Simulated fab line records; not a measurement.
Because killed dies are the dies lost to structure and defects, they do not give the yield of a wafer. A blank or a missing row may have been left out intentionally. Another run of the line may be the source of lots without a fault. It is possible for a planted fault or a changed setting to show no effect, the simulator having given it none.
Split-lot study | flow ritCmos | 5 lots, 23 wafers read, on a route of 202 steps

## ON THE SPLIT
At RIT_GATE_COAT_11 (resist thk 850 nm), the setting spinRpm was moved away from the recipe's 4250 rpm on 9 of the 23 wafers read, by -4.8% to +4.2%. For the rest of the wafers, this setting stayed at what the recipe calls for.

The reading comes from the split's own step.

## THE READING
NOVOLAK_of_GATE_COAT_11.thkNm (the simulator's own value, which no gauge read), in nm, at RIT_GATE_COAT_11 (resist thk 850 nm). The file does not state a usual value for it. Average 849.0 nm, standard deviation 2 nm, over the 14 wafers here run with the recipe.

wafer  | tool, chamber at the split | spinRpm as run, rpm | against the recipe | NOVOLAK_of_GATE_COAT_11.thkNm, nm | against lot-mates on the recipe
L074.1 | lithoTrack-03, 0           | 4250                | recipe             | 853.3                             | -
L074.2 | lithoTrack-03, 0           | 4427                | +4.2%              | 831                               | -21.0
L074.3 | lithoTrack-03, 0           | 4427                | +4.2%              | 833.9                             | -18.1
L074.4 | lithoTrack-03, 0           | 4427                | +4.2%              | 833.6                             | -18.4
L074.5 | lithoTrack-03, 0           | 4250                | recipe             | 850.6                             | -
L082.1 | lithoTrack-03, 0           | 4250                | recipe             | 849.7                             | -
L082.4 | lithoTrack-03, 0           | 4250                | recipe             | 849.7                             | -
L082.5 | lithoTrack-03, 0           | 4250                | recipe             | 850.1                             | -
L083.1 | lithoTrack-02, 0           | 4250                | recipe             | 847                               | -
L083.2 | lithoTrack-02, 0           | 4250                | recipe             | 845                               | -
L083.4 | lithoTrack-02, 0           | 4250                | recipe             | 848                               | -
L083.5 | lithoTrack-02, 0           | 4250                | recipe             | 846.2                             | -
L083.6 | lithoTrack-02, 0           | 4250                | recipe             | 849.4                             | -
L084.1 | lithoTrack-01, 0           | 4047                | -4.8%              | 873.8                             | +24.6
L084.3 | lithoTrack-01, 0           | 4250                | recipe             | 848.2                             | -
L084.4 | lithoTrack-01, 0           | 4047                | -4.8%              | 870.1                             | +20.9
L084.5 | lithoTrack-01, 0           | 4047                | -4.8%              | 870.2                             | +21.0
L084.6 | lithoTrack-01, 0           | 4250                | recipe             | 850.2                             | -
L085.1 | lithoTrack-02, 0           | 4250                | recipe             | 848.5                             | -
L085.2 | lithoTrack-02, 0           | 4398                | +3.5%              | 834.5                             | -14.6
L085.3 | lithoTrack-02, 0           | 4398                | +3.5%              | 835.8                             | -13.3
L085.4 | lithoTrack-02, 0           | 4398                | +3.5%              | 834.2                             | -14.9
L085.5 | lithoTrack-02, 0           | 4250                | recipe             | 849.7                             | -

FIT RESULTS
A straight line over all 23 wafers: NOVOLAK_of_GATE_COAT_11.thkNm changes by -4.3 nm for each +1% of spinRpm; r = -0.99; the points scatter about the line by 2 nm.
The same after taking each lot's own level away (the mean of its wafers on the recipe; 23 wafers): -4.51 nm for each +1%; r = -0.99; scatter 1.4 nm.
That fit puts the effect of the largest move of spinRpm on the reading at 22 nm.
The lots' own levels span 847.12 to 851.95 nm, that is 2.4 times the standard deviation above.
Consequently the slope shifts little with the lot-to-lot level, the two slopes agreeing.
Check: +21 nm against its lot-mates is what the line predicts for one of the wafers moved furthest among these (-4.8%) when that wafer is left out of the fit. Against them it came out at +24.6 nm.

## FURTHER SPLITS ON THESE WAFERS
These wafers also went through other splits before the reading. Each is held against what the fit with the lots' levels taken away leaves over:
other split on the same wafers     | wafers away from the commonest value | r with NOVOLAK_of_GATE_COAT_11.thkNm (lot level and that fit taken away)
RIT_ACTIVE_CVD_03 pressureMtorr    | 18                                   | -0.11
RIT_ACTIVE_COAT_06 spinRpm         | 5                                    | +0.20
RIT_ACTIVE_HARDBAKE_12 tempC       | 7                                    | -0.26
RIT_FOX1_OXIDATION_00 oxTimeS      | 10                                   | -0.15
RIT_NWELL_COAT_01 resistThkNm      | 11                                   | -0.19
RIT_NWELL_IMPLANT_08 energyKev     | 10                                   | -0.54
RIT_PRETRO_COAT_01 resistThkNm     | 9                                    | -0.26
RIT_PRETRO_DEVELOP_05 developTimeS | 3                                    | -0.08
RIT_GATE_OXIDATION_05 oxTimeS      | 15                                   | -0.06

## FILE'S OWN FIT
NOVOLAK_of_GATE_COAT_11.thkNm changes by -4.5 nm for each +1% of spinRpm, r = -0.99.
